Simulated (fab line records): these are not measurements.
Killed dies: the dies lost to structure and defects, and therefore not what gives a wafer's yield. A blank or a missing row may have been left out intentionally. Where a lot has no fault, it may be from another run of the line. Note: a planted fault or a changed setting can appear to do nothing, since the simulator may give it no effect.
Problem report in the 8D (eight disciplines) form, filled by code -- flow berkeley-cmos170 -- the parts of the form that need people (team, actions taken, sign-off) are left out

== 1. WHAT WENT WRONG ==
Mean of run-length-s at UCB170_M1_METAL_ETCH_12: 149.5 s across 6 wafers in 2 lots; on wafers with no fault it is 158.4 s (standard deviation 0.37). Measured from the usual mean, that is -24 standard deviations.
The step: etches Al in Cl2/BCl3, stops on PSG, target depth 780 nm, time 130 s.
Seen first at day 11 08:52 on rie-metal-01, wafer L871.1. The record has a number at this step for 18 wafers belonging to 6 lots. The rule behind "out" and "out of limits": a value lying over 4 standard deviations away from the usual mean. The other wafers with a number count as sound.

== 2. WHAT IT IS AND WHAT IT IS NOT ==
question,is,is not
which readings at this step,"run-length-s, oes-product-au","drypump-motor-current-A, throttle-valve-pct"
which lots,"L870, L871","L856, L874, L876, L879"
which wafers of those lots,all that have a number,-
read on which tools,rie-metal-01,"rie-metal-02, rie-metal-04"
when,from day 11 08:52,"up to then (3 sound wafers); but 9 sound wafers of L874, L876, L879 came after"

== 3. WHAT RULES OUT EACH SUSPECT ==
Counting: a tool at a process step up to the reading stays a suspect if it ran every lot that is out and no sound lot after the first of them.
- pvd-sputter-04 at UCB170_M1_SPUTTER_00 (material Al, target thk 600 nm, time 80 s): kept. It ran every lot that is out, first L871 (day 11 07:27), and no sound lot after that.
- rie-metal-01 at UCB170_M1_METAL_ETCH_12 (etches Al in Cl2/BCl3, stops on PSG, target depth 780 nm, time 130 s): kept. It processed each lot that is out, first L871 at day 11 08:52, and no sound lot thereafter; up to then, the last sound lot it processed was L856 at day 8 09:41. On those wafers its own readings are out: oes-product-au, run-length-s.
What counting leaves: pvd-sputter-04 at UCB170_M1_SPUTTER_00 and rie-metal-01 at UCB170_M1_METAL_ETCH_12.

== 4. THE CAUSE (what the simulator had put in) ==
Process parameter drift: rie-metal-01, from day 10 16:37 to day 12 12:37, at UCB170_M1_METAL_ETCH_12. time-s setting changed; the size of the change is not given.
This tool is one of the 2 suspects left after counting.

== 5. THE EFFECT CHAIN, in route order ==
Each row: a reading where the mean over the struck wafers with a number is more than 3 standard deviations away from the usual. Only readings whose record carries a usual standard deviation are examined. hours: median over the lots of the time between each lot's start at the first step of this table that gives one and its start at this step. sigmas: the change, counted in usual standard deviations.
hours,step,reading,usual,on struck wafers,change,sigmas
0,UCB170_M1_METAL_ETCH_12,oes-product-au,0.846 a.u.,0.898,+0.052,+5.2
0,UCB170_M1_METAL_ETCH_12,run-length-s,158.4 s,149.5,-8.9,-24
Process steps it contains:
- UCB170_M1_METAL_ETCH_12: etches Al in Cl2/BCl3, stops on PSG, target depth 780 nm, time 130 s.

== 6. WHAT WOULD HAVE CAUGHT IT SOONER ==
In this record the first reading out of limits was taken at day 11 08:52, 16 hours after the fault began at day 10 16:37.
